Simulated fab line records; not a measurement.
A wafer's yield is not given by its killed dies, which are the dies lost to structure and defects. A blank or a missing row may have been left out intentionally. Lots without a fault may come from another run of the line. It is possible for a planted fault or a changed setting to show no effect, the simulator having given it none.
fab line records	flow rit-cmos
[record] lots = 5	wafers = 15	last-day = 7
route steps=202 shown CONTACT@172 M1@184
lots that met no fault: from a run of the same line without faults
start-h: the number of hours between the record's first day and the start of the first shown wafer of the lot	wait-h: hours elapsed since this lot's preceding step	" as in the row above	L1.1+2: one row covering several wafers at once	- either no value or no given start	* or withheld: withheld	< > ~ a bound
route shown NAME@n: a module of which the file shows steps, and the number in the route of the first	usual: mean/standard deviation of fault-free wafers	same: alike in all rows	chamber/n: place in a boat	sites: readings site by site	_std_site: the values' standard deviation	_edge_site: outer sites' mean less inner sites'	radius-mm: how far each site lies from the wafer's centre	mask NAME#n: copy n	behind: tool/chamber where the wafer was last shaped	hold: why the lot went on hold/how many hours it stayed there/how the hold came to an end	device: names the non-switching transistor (n, p or np)	end of line: the route-end tests of the same wafers	step lacking rows: just its recipe	killed: count of dies lost to structure and defects at first sort (not the wafer's yield)	map: dies across one wafer; x = killed, . = not, _ = none there
set.NAME: the setting as run; set.NAME@STEP: as run at that earlier step	model.NAME: the simulator's own value behind a step, which no gauge read
lots seen at some steps along the route; tables by step, rows by wafer
services: a tool's chamber out of use, with start hour (start-h, from the record's first day; less than 0 if before it), hours out, and reason
[[steps]]
[step RIT_CONTACT_SOFTBAKE_04]
[recipe] resist = NOVOLAK	temp-c = 90	time-s = 60
[step RIT_CONTACT_EXPOSE_05]
[recipe] mask-id = M11	na = 0.6	source-shape = conventional	sigma-outer = 0.5	target-cd-nm = 1000	dose-mj = 247.5
[step RIT_CONTACT_PEB_06]
[recipe] resist = NOVOLAK	temp-c = withheld	time-s = withheld
[step RIT_CONTACT_DEVELOP_07]
[recipe] resist = NOVOLAK	develop-time-s = 120	dev-temp-c = 23
[step RIT_CONTACT_CD_MEAS_08]
[recipe] target-cd-nm = 1000
[usual] cd-nm = 999.8/2.7
lot.wafer	tool	chamber	start-h	wait-h	cd-nm
L238.2	cd-sem-02	-	68.02	-	999.5
L238.3	"	-	"	"	1000.9
L238.5	"	-	"	"	1002.6
L240.1	cd-sem-01	-	85.18	-	1001.7
L240.2	"	-	"	"	1002.0
L240.3	"	-	"	"	1002.4
L246.1	cd-sem-01	-	107.24	-	974.5
L246.4	"	-	"	"	973.8
L246.6	"	-	"	"	973.8
L252.3	cd-sem-02	-	133.73	-	998.3
L252.4	"	-	"	"	995.9
L252.6	"	-	"	"	997.1
L258.2	cd-sem-02	-	167.60	-	996.7
L258.5	"	-	"	"	997.3
L258.6	"	-	"	"	997.0
[step RIT_CONTACT_OVL_MEAS_09]
[usual] CONTACT_OVL = 2.0/0.92
lot.wafer	tool	chamber	start-h	wait-h	CONTACT_OVL[nm]
L238.2	overlay-02	-	68.12	0.1	3.2
L238.3	"	-	"	"	0.9
L238.5	"	-	"	"	1.6
L240.1	overlay-02	-	85.30	0.1	3.5
L240.2	"	-	"	"	2.2
L240.3	"	-	"	"	3.8
L246.1	overlay-02	-	107.36	0.1	1.7
L246.4	"	-	"	"	2.6
L246.6	"	-	"	"	2.3
L252.3	overlay-01	-	133.82	0.1	1.6
L252.4	"	-	"	"	1.9
L252.6	"	-	"	"	2.5
L258.2	overlay-01	-	167.70	0.1	3.3
L258.5	"	-	"	"	3.2
L258.6	"	-	"	"	2.5
[step RIT_CONTACT_HARDBAKE_10]
[recipe] resist = NOVOLAK	temp-c = 140	time-s = 60
[step RIT_CONTACT_ETCH_11]
[recipe] target-depth-a = 4800	over-etch-frac = 0.1858	stop-on = TiSi2	chemistry = CHF3/CF4/Ar	target = SiO2	CHF3_flow_sccm = 50	cf4-flow-sccm = 10	Ar_flow_sccm = 100	O2_flow_sccm = 5	pressure-mtorr = 100	rf-w = 200	time-s = 320
[usual] CHF3_flow_sccm = 50.00/0.15	chamber-pressure-mTorr = 100.01/0.092	drypump-motor-current-A = 5.8/0.32	oes-product-au = 0.993/0.018	throttle-valve-pct = 8.90/0.15
lot.wafer	tool	chamber	start-h	wait-h	CHF3_flow_sccm	chamber-pressure-mTorr	drypump-motor-current-A	oes-product-au	rf-hours-counter-h	throttle-valve-pct
L238.2	rie-diel-04	2	68.30	0.1	50.09	100.07	6.3	0.977	120	8.94
L238.3	"	3	"	"	49.95	100.09	6.0	1.010	94	8.89
L238.5	"	0	"	"	50.20	100.01	5.9	0.961	-	8.65
L240.1	rie-diel-03	2	85.48	0.1	49.82	100.11	6.2	0.999	8	8.79
L240.2	"	3	"	"	49.88	99.96	4.8	1.010	65	8.93
L240.3	"	1	"	"	49.87	100.14	5.9	0.981	110	9.01
L246.1	rie-diel-02	3	107.75	0.1	49.89	100.14	5.6	0.988	41	8.64
L246.4	"	1	"	"	49.87	99.87	5.9	1.017	2	8.96
L246.6	"	2	"	"	49.99	100.09	5.7	0.975	-	9.19
L252.3	rie-diel-02	0	133.99	0.1	50.09	99.94	5.7	0.990	36	8.89
L252.4	"	1	"	"	49.99	100.10	5.9	1.015	2	8.95
L252.6	"	1	"	"	49.95	100.03	5.9	1.020	-	8.94
L258.2	rie-diel-02	0	167.88	0.1	50.07	99.95	5.7	0.977	37	8.86
L258.5	"	1	"	"	50.08	99.89	5.8	1.018	-	8.96
L258.6	"	2	"	"	49.92	99.99	5.8	0.970	-	9.18
[step RIT_CONTACT_STRIP_12]
[recipe] chemistry = O2	time-s = 180	resist = NOVOLAK	platen-temp-c = withheld	power-w = 500	pressure-mtorr = 4000	o2-flow-sccm = 4000
[usual] chamber-pressure-mTorr = 4000/3.4	drypump-motor-current-A = 5.6/0.34
lot.wafer	tool	chamber	start-h	wait-h	chamber-pressure-mTorr	drypump-motor-current-A	rf-hours-counter-h
L238.2	plasma-asher-03	1	68.50	0.1	3999	6.1	42
L238.3	"	0	"	"	4004	5.7	-
L238.5	"	0	"	"	4003	5.7	-
L240.1	plasma-asher-04	0	85.68	0.1	3999	5.0	29
L240.2	"	1	"	"	3996	5.5	29
L240.3	"	0	"	"	4001	5.0	-
L246.1	plasma-asher-04	1	107.94	0.1	3999	5.5	31
L246.4	"	1	"	"	4002	5.6	-
L246.6	"	0	"	"	4000	5.0	-
L252.3	plasma-asher-03	1	134.25	0.2	4000	6.1	-
L252.4	"	0	"	"	4001	5.7	-
L252.6	"	1	"	"	4003	6.1	-
L258.2	plasma-asher-04	1	168.08	0.1	4002	5.6	38
L258.5	"	0	"	"	4000	5.0	-
L258.6	"	1	"	"	3997	5.5	-
[step RIT_CONTACT_CD_MEAS_90]
[recipe] target-cd-nm = 1000
[usual] cd-nm = 999.8/2.7
lot.wafer	tool	chamber	start-h	wait-h	cd-nm
L238.2	cd-sem-01	-	68.69	0.1	999.9
L238.3	"	-	"	"	1001.1
L238.5	"	-	"	"	1002.0
L240.1	cd-sem-02	-	85.85	0.1	1002.5
L240.2	"	-	"	"	1002.3
L240.3	"	-	"	"	1002.9
L246.1	cd-sem-01	-	108.11	0.1	974.7
L246.4	"	-	"	"	973.5
L246.6	"	-	"	"	973.8
L252.3	cd-sem-01	-	134.40	0.1	998.3
L252.4	"	-	"	"	995.7
L252.6	"	-	"	"	997.0
L258.2	cd-sem-01	-	168.27	0.1	997.0
L258.5	"	-	"	"	996.2
L258.6	"	-	"	"	997.7
[step RIT_CONTACT_CLEAN_13]
[recipe] chemistry = SC1	mix = 3:3:50	time-s = 600	temp-c = 75
[step RIT_CONTACT_CLEAN_14]
[recipe] chemistry = SC2	mix = 3:3:50	time-s = 600	temp-c = 75	dry = n2-spin
[step RIT_M1_SPUTTER_00]
[recipe] material = Al	target-thk-nm = 400	power-w = 2000	chamber-pressure-pa = 0.4	gas = Ar	time-s = 500	substrate-temp-c = 25
[usual] throttle-valve-pct = 29.9/0.86
lot.wafer	tool	chamber	start-h	wait-h	throttle-valve-pct
L238.2	pvd-sputter-04	-	69.14	0.0	28.8
L238.3	"	-	"	"	30.3
L238.5	"	-	"	"	28.8
L240.1	pvd-sputter-03	-	86.39	0.0	28.1
L240.2	"	-	"	"	30.8
L240.3	"	-	"	"	31.0
L246.1	pvd-sputter-04	-	108.60	0.0	28.7
L246.4	"	-	"	"	30.1
L246.6	"	-	"	"	30.3
L252.3	pvd-sputter-02	-	134.85	0.0	29.1
L252.4	"	-	"	"	30.5
L252.6	"	-	"	"	30.2
L258.2	pvd-sputter-02	-	168.79	0.0	30.2
L258.5	"	-	"	"	29.4
L258.6	"	-	"	"	29.9
[step RIT_M1_RS_MEAS_01]
[recipe] thk-meas-gauge = four-point-probe	reads = Al_of_M1_SPUTTER_00
[usual] M1_AL_RS = 0.0735/0.00095
lot.wafer	tool	chamber	start-h	wait-h	M1_AL_RS[ohm/sq]
L238.2	film-metro-02	-	69.46	0.2	0.0736
L238.3	"	-	"	"	0.0716
L238.5	"	-	"	"	0.0738
L240.1	film-metro-04	-	86.68	0.1	0.0738
L240.2	"	-	"	"	0.0740
L240.3	"	-	"	"	0.0738
L246.1	film-metro-02	-	108.89	0.1	0.0986
L246.4	"	-	"	"	0.0725
L246.6	"	-	"	"	0.0727
L252.3	film-metro-02	-	135.18	0.2	0.0730
L252.4	"	-	"	"	0.0732
L252.6	"	-	"	"	0.0721
L258.2	film-metro-04	-	169.10	0.2	0.0727
L258.5	"	-	"	"	0.0734
L258.6	"	-	"	"	0.0726
[step RIT_M1_THK_MEAS_02]
[recipe] thk-meas-gauge = xrf	reads = Al_of_M1_SPUTTER_00
[usual] M1_AL_THK = 396/5.4
lot.wafer	tool	chamber	start-h	wait-h	M1_AL_THK[nm]
L238.2	film-metro-02	-	69.57	0.1	397
L238.3	"	-	"	"	409
L238.5	"	-	"	"	394
L240.1	film-metro-04	-	86.80	0.1	397
L240.2	"	-	"	"	395
L240.3	"	-	"	"	394
L246.1	film-metro-02	-	109.01	0.1	321
L246.4	"	-	"	"	399
L246.6	"	-	"	"	402
L252.3	film-metro-02	-	135.28	0.1	399
L252.4	"	-	"	"	396
L252.6	"	-	"	"	400
L258.2	film-metro-04	-	169.21	0.1	405
L258.5	"	-	"	"	399
L258.6	"	-	"	"	402
[step RIT_M1_HMDS_03]
[recipe] prime-time-s = 60	prime-temp-c = 140
[step RIT_M1_COAT_04]
[recipe] resist = NOVOLAK	spin-rpm = 2000	resist-thk-nm = 1300
[step RIT_M1_SOFTBAKE_05]
[recipe] resist = NOVOLAK	temp-c = 90	time-s = 60
[step RIT_M1_EXPOSE_06]
[recipe] mask-id = M12	na = 0.6	source-shape = conventional	sigma-outer = 0.5	target-cd-nm = 2600	dose-mj = 250
[step RIT_M1_PEB_07]
[recipe] resist = NOVOLAK	temp-c = withheld	time-s = withheld
[step RIT_M1_DEVELOP_08]
[recipe] resist = NOVOLAK	develop-time-s = 68	dev-temp-c = 23.77
[step RIT_M1_CD_MEAS_09]
[recipe] target-cd-nm = 2600
[usual] cd-nm = 2600.0/2.3
lot.wafer	tool	chamber	start-h	wait-h	cd-nm
L238.2	cd-sem-02	-	70.64	-	2600.4
L238.3	"	-	"	"	2596.9
L238.5	"	-	"	"	2599.8
L240.1	cd-sem-01	-	87.74	-	2603.0
L240.2	"	-	"	"	2603.0
L240.3	"	-	"	"	2603.0
L246.1	cd-sem-02	-	110.08	-	2596.6
L246.4	"	-	"	"	2597.5
L246.6	"	-	"	"	2598.2
L252.3	cd-sem-01	-	136.40	-	2595.6
L252.4	"	-	"	"	2597.2
L252.6	"	-	"	"	2598.3
L258.2	cd-sem-02	-	170.16	-	2599.5
L258.5	"	-	"	"	2601.9
L258.6	"	-	"	"	2603.0
[step RIT_M1_OVL_MEAS_10]
[usual] M1_OVL = -0.4/1.5
lot.wafer	tool	chamber	start-h	wait-h	M1_OVL[nm]
L238.2	overlay-01	-	70.75	0.1	1.5
L238.3	"	-	"	"	2.8
L238.5	"	-	"	"	1.0
L240.1	overlay-02	-	87.86	0.1	-0.8
L240.2	"	-	"	"	-1.7
L240.3	"	-	"	"	-0.7
L246.1	overlay-01	-	110.20	0.1	-0.9
L246.4	"	-	"	"	-0.2
L246.6	"	-	"	"	-1.4
L252.3	overlay-01	-	136.50	0.1	-0.8
L252.4	"	-	"	"	-1.6
L252.6	"	-	"	"	-1.1
L258.2	overlay-01	-	170.27	0.1	3.0
L258.5	"	-	"	"	0.2
L258.6	"	-	"	"	0.6
[step RIT_M1_HARDBAKE_11]
[recipe] resist = NOVOLAK	temp-c = 140	time-s = 120
[step RIT_M1_METAL_ETCH_12]
[recipe] stop-on = SiO2	chemistry = Cl2/BCl3	target = Al	time-s = 165	over-etch-frac = 0.5	pressure-mtorr = 100	target-depth-a = 6000	rf-w = 250	Cl2_flow_sccm = 60	bcl3-flow-sccm = 50
[usual] bcl3-flow-sccm = 50.01/0.15	chamber-pressure-mTorr = 100.00/0.09	drypump-motor-current-A = 5.70/0.27	oes-product-au = 0.773/0.014	throttle-valve-pct = 8.36/0.1
lot.wafer	tool	chamber	start-h	wait-h	bcl3-flow-sccm	chamber-pressure-mTorr	drypump-motor-current-A	oes-product-au	rf-hours-counter-h	throttle-valve-pct
L238.2	rie-metal-02	1	71.17	0.2	50.31	100.01	5.76	0.781	2	8.49
L238.3	"	0	"	"	50.29	100.09	6.12	0.766	-	8.30
L238.5	"	0	"	"	50.05	99.92	6.11	0.754	-	8.33
L240.1	rie-metal-02	0	88.15	0.2	50.05	99.88	6.12	0.755	3	8.32
L240.2	"	1	"	"	49.79	100.05	5.75	0.784	3	8.48
L240.3	"	1	"	"	49.85	99.94	5.70	0.774	-	8.50
L246.1	rie-metal-04	0	110.49	0.2	49.83	100.04	5.92	0.694	32	8.41
L246.4	"	1	"	"	50.06	100.04	5.58	0.802	-	8.50
L246.6	"	0	"	"	49.93	100.05	5.91	0.790	-	8.40
L252.3	rie-metal-02	1	136.82	0.2	49.84	99.94	5.75	0.789	-	8.50
L252.4	"	0	"	"	50.13	100.13	6.12	0.756	-	8.31
L252.6	"	1	"	"	50.13	100.00	5.75	0.779	-	8.49
L258.2	rie-metal-03	0	170.55	0.2	49.90	99.91	5.63	0.777	5	8.34
L258.5	"	0	"	"	50.12	100.06	5.56	0.767	-	8.33
L258.6	"	1	"	"	50.13	99.91	5.31	0.783	-	8.22
[step RIT_M1_STRIP_13]
[recipe] chemistry = nmp	resist = NOVOLAK	temp-c = 80	time-s = 600	dry = n2-spin
[step RIT_M1_PROBE_99]
[usual] defect-limited-yield = 97.1/1.2	killed-at-contacts = 0.1/0.31	killed-at-front-end = 8/3.1	killed-dies = 8/3.2	killed-open = 3.9/2.2	killed-short = 3.8/2.1	sort_bin_3_pad_short = 0.1/0.23	sort_bin_5_function = 1.7/0.86	sort_bin_6_memory = 1.1/0.7	sort-n-pass = 256/3.2	sort-yield-pct = 97.1/1.2
[same] gross-dies = 264	killed_at_M0_to_M3 = 0	killed_at_M4_up = 0	killed-at-back-side = 0	killed-at-other = 0
lot.wafer	tool	chamber	start-h	wait-h	defect-limited-yield[%]	killed-at-contacts	killed-at-front-end	killed-dies	killed-open	killed-short	sort_bin_3_pad_short[%]	sort_bin_5_function[%]	sort_bin_6_memory[%]	sort-n-pass	sort-yield-pct[%]	model.etest.contact-to-gate.bv-left-v	model.etest.contact-to-gate.bv-right-v
L238.2	prober-02	-	73.47	0.1	97.3	0	7	7	4	3	0	0.8	1.9	257	97.3	89.82	89.46
L238.3	prober-02	-	73.52	0.2	95.8	1	10	11	7	4	0.4	2.3	1.5	253	95.8	93.08	88.87
L238.5	prober-02	-	73.62	0.2	96.2	0	10	10	5	5	0.8	1.9	1.1	254	96.2	89.58	89.53
L240.1	prober-01	-	90.53	0.1	95.8	0	11	11	6	5	0.8	1.5	1.9	253	95.8	87.93	90.18
L240.2	prober-01	-	90.58	0.1	96.2	0	10	10	3	7	0.4	1.5	1.9	254	96.2	87.94	89.7
L240.3	prober-01	-	90.63	0.2	97.3	0	7	7	1	6	0	2.3	0.4	257	97.3	92.12	89.82
L246.1	prober-02	-	112.75	0.1	100.0	0	0	0	0	0	0	0	0	264	100.0	94.85	97.38
L246.4	prober-02	-	112.90	0.2	97.3	0	7	7	4	3	0	1.5	1.1	257	97.3	95.24	97.3
L246.6	prober-02	-	113.00	0.2	97.0	0	8	8	4	4	0.4	1.9	0.8	256	97.0	94.89	95.98
L252.3	prober-02	-	139.14	0.2	97.0	0	8	8	5	3	0	1.9	1.1	256	97.0	90.07	92.97
L252.4	prober-02	-	139.19	0.2	95.8	0	11	11	5	6	0.4	1.9	1.9	253	95.8	91.04	92.87
L252.6	prober-02	-	139.29	0.2	98.1	0	5	5	3	2	0	0.8	1.1	259	98.1	92.14	90.85
L258.2	prober-02	-	172.85	0.1	98.1	0	5	5	4	1	0	1.5	0.4	259	98.1	89.07	91.14
L258.5	prober-02	-	173.00	0.2	97.7	0	6	6	2	4	0	1.5	0.8	258	97.7	91.64	94.43
L258.6	prober-02	-	173.05	0.2	97.7	0	6	6	3	3	0.4	0.8	1.1	258	97.7	91	92.7
// killed by level:class
L238.2 GATE:geometric-particle:open=2 FOX2:geometric-particle:short=1 REOX:geometric-particle:open=1 REOX:geometric-particle:short=1 SPACER:geometric-particle:open=1 SPACER:geometric-particle:short=1
L238.3 REOX:geometric-particle:open=2 SILICIDE:geometric-particle:open=2 FOX1:geometric-particle:short=1 GATE:geometric-particle:open=1 REOX:geometric-particle:short=1 SPACER:geometric-particle:open=1 SPACER:geometric-particle:short=1 SILICIDE:geometric-particle:short=1
L238.5 SPACER:geometric-particle:open=3 SPACER:geometric-particle:short=2 FOX1:geometric-particle:short=1 GATE:geometric-particle:short=1 GATE:geometric-particle:open=1 REOX:geometric-particle:open=1 REOX:geometric-particle:short=1
L240.1 GATE:geometric-particle:short=3 GATE:geometric-particle:open=2 SPACER:geometric-particle:open=2 FOX2:geometric-particle:short=1 FOX2:geometric-particle:open=1 SPACER:geometric-particle:short=1 SILICIDE:geometric-particle:open=1
L240.2 GATE:geometric-particle:short=4 SPACER:geometric-particle:open=2 FOX1:geometric-particle:short=1 FOX1:geometric-particle:open=1 FOX2:geometric-particle:short=1 SPACER:geometric-particle:short=1
L240.3 FOX1:geometric-particle:short=2 SPACER:geometric-particle:short=2 FOX2:geometric-particle:short=1 GATE:geometric-particle:short=1 SPACER:geometric-particle:open=1
L246.1
L246.4 SPACER:geometric-particle:open=2 FOX1:geometric-particle:short=1 FOX1:geometric-particle:open=1 GATE:geometric-particle:short=1 SPACER:geometric-particle:short=1 SILICIDE:geometric-particle:open=1
L246.6 FOX1:geometric-particle:short=2 SPACER:geometric-particle:open=2 FOX1:geometric-particle:open=1 GATE:geometric-particle:short=1 GATE:geometric-particle:open=1 SPACER:geometric-particle:short=1
L252.3 GATE:geometric-particle:open=5 REOX:geometric-particle:short=2 FOX1:geometric-particle:short=1
L252.4 GATE:geometric-particle:open=2 SPACER:geometric-particle:short=2 FOX1:geometric-particle:open=1 FOX2:geometric-particle:short=1 GATE:geometric-particle:short=1 REOX:geometric-particle:open=1 REOX:geometric-particle:short=1 SPACER:geometric-particle:open=1
L252.6 GATE:geometric-particle:open=3 FOX2:geometric-particle:short=1 REOX:geometric-particle:short=1
L258.2 FOX1:geometric-particle:open=2 ACTIVE:geometric-particle:short=1 FOX2:geometric-particle:open=1 REOX:geometric-particle:open=1
L258.5 SPACER:geometric-particle:short=3 FOX1:geometric-particle:short=1 FOX2:geometric-particle:open=1 SPACER:geometric-particle:open=1
L258.6 FOX1:geometric-particle:short=2 SPACER:geometric-particle:open=2 REOX:geometric-particle:open=1 REOX:geometric-particle:short=1
[[services]]
tool	chamber	start-h	hours	kind
rie-diel-03	0	48.54	3.1	repair
rie-diel-04	1	54.57	-	clean
rie-diel-04	1	54.57	21.7	scheduled-down
rie-diel-04	1	54.57	21.7	vent-cycle
rie-diel-03	0	83.63	2.8	repair
rie-diel-04	1	89.53	1.7	repair
rie-diel-04	-	91.82	2.8	pm
rie-diel-04	0	99.78	12.5	repair
rie-metal-02	-	119.93	2.8	pm
rie-metal-03	0	129.02	22.0	repair
rie-metal-03	-	131.20	0.5	repair
plasma-asher-04	-	132.08	5.2	repair
rie-metal-04	-	136.12	20.0	pm
rie-metal-04	0	136.12	20.0	vent-cycle
rie-metal-04	1	136.12	20.0	vent-cycle
rie-diel-04	3	152.95	2.2	repair
rie-metal-04	0	156.12	-	clean
rie-metal-04	1	156.12	-	clean
rie-diel-04	1	158.68	1.5	repair
pvd-sputter-04	-	159.96	7.0	repair
[[key]]
[first-sign] step = RIT_M1_RS_MEAS_01	reading = M1_AL_RS	direction = up	sigmas = 26	usual = 0.0735	struck = 0.0986
[effect] step = RIT_M1_THK_MEAS_02	reading = M1_AL_THK	direction = down	sigmas = 14	usual = 396	struck = 321
[effect] step = RIT_M1_METAL_ETCH_12	reading = oes-product-au	direction = down	sigmas = 5.8	usual = 0.773	struck = 0.694
[model-effect] step = RIT_M1_PROBE_99	value = etest.contact-to-gate.bv-left-v	without = 86.87	struck = 94.85
met-at RIT_M1_SPUTTER_00
struck-wafers L246.1
[loop-trim] step = RIT_CONTACT_EXPOSE_05	setting = dose	lots = L246
[fault] kind = site-profile-drift	tool = pvd-sputter-04	chamber = -	onset-h = 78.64	steps = RIT_M1_SPUTTER_00	basis = fraction	max-abs-drift = 0.41195	slope-share-per-hr = 91.544	site-pattern = 0,0,0,0,0,-1,-1,-1,-1	scope = struck-wafers-only
// loop-trim: a control loop set the setting to another value than it would have without faults
